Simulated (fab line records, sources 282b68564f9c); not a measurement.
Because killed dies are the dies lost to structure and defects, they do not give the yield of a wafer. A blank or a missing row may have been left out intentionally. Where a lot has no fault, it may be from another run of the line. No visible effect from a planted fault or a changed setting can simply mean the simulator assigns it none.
Which tool is to blame? / flow rit cmos / route of 202 steps, sampled at 1 step: 14 lots, 42 wafers

WHAT EACH GAUGE READ, for each wafer
No reading from a measuring or inspecting step in the record can be judged against a usual standard deviation.

WHICH TOOL RAN EACH LOT (tool, then ch and the chambers of the sampled wafers, then the start)
lot=L451; RIT_NWELL_DEVELOP_05=litho track-03 ch 0, day 2 07:00
lot=L452; RIT_NWELL_DEVELOP_05=litho track-04 ch 0, day 2 18:00
lot=L453; RIT_NWELL_DEVELOP_05=litho track-03 ch 0, day 2 22:00
lot=L454; RIT_NWELL_DEVELOP_05=litho track-04, day 3 05:00
lot=L455; RIT_NWELL_DEVELOP_05=litho track-02, day 3 12:00
lot=L458; RIT_NWELL_DEVELOP_05=litho track-04 ch 0, day 3 21:00
lot=L463; RIT_NWELL_DEVELOP_05=litho track-02 ch 0, day 4 20:00
lot=L466; RIT_NWELL_DEVELOP_05=litho track-03 ch 0, day 5 09:00
lot=L467; RIT_NWELL_DEVELOP_05=litho track-04 ch 0, day 5 15:00
lot=L468; RIT_NWELL_DEVELOP_05=litho track-04 ch 0, day 5 20:00
lot=L469; RIT_NWELL_DEVELOP_05=litho track-02 ch 0, day 6 00:00
lot=L470; RIT_NWELL_DEVELOP_05=litho track-03 ch 0, day 6 07:00
lot=L471; RIT_NWELL_DEVELOP_05=litho track-02 ch 0, day 6 12:00
lot=L472; RIT_NWELL_DEVELOP_05=litho track-02 ch 0, day 6 17:00
- RIT_NWELL_DEVELOP_05: develop time 68 s.

AS READ BY THE TOOLS THEMSELVES (means over the sampled wafers that have a number; for cases with no such wafer, the mark the record gives instead)
RIT_NWELL_DEVELOP_05.
lot=L451; tool=litho track-03; chill plate temp C (C)=22.96
lot=L452; tool=litho track-04; chill plate temp C (C)=23.12
lot=L453; tool=litho track-03; chill plate temp C (C)=22.94
lot=L454; tool=litho track-04; chill plate temp C (C)=-
lot=L455; tool=litho track-02; chill plate temp C (C)=-
lot=L458; tool=litho track-04; chill plate temp C (C)=22.94
lot=L463; tool=litho track-02; chill plate temp C (C)=22.98
lot=L466; tool=litho track-03; chill plate temp C (C)=23.04
lot=L467; tool=litho track-04; chill plate temp C (C)=23.06
lot=L468; tool=litho track-04; chill plate temp C (C)=23.00
lot=L469; tool=litho track-02; chill plate temp C (C)=23.22
lot=L470; tool=litho track-03; chill plate temp C (C)=22.80
lot=L471; tool=litho track-02; chill plate temp C (C)=23.00
lot=L472; tool=litho track-02; chill plate temp C (C)=22.93

THE ANSWER, worked out from the rows above alone
Rule: usual is defined by the lots themselves. Put in order of their means at a reading, lots are off if they are a third of the lots or fewer, leave a main group of 4 or more, and stand apart from it by a gap of 3 or more times the standard deviation of the main group's means; of several such gaps the widest counts. If all means in a main group match to the digits the tables above print for the reading, that group is not used. A lot without any number at a reading at which 4 lots or more have one is off too. Any other lot the step has rows for is counted as sound. Order of review: gauges by route order, followed by the tools' own readings, for which a lot's mean as printed above is used. At the first step where some lot is off, the reading lying furthest off is the one used; lots without a number count as furthest.
Off at RIT_NWELL_DEVELOP_05 (chill plate temp C): L454, L455. Without a number there: L454, L455. For the main group the mean is 23.00 C and the standard deviation 0.1.
If a tool, at that step or one of the process steps before it, ran each lot that is off and ran no sound lot following the first of them, it fits. Of those tried, none fits.

WHAT WAS PUT IN BY THE SIMULATOR
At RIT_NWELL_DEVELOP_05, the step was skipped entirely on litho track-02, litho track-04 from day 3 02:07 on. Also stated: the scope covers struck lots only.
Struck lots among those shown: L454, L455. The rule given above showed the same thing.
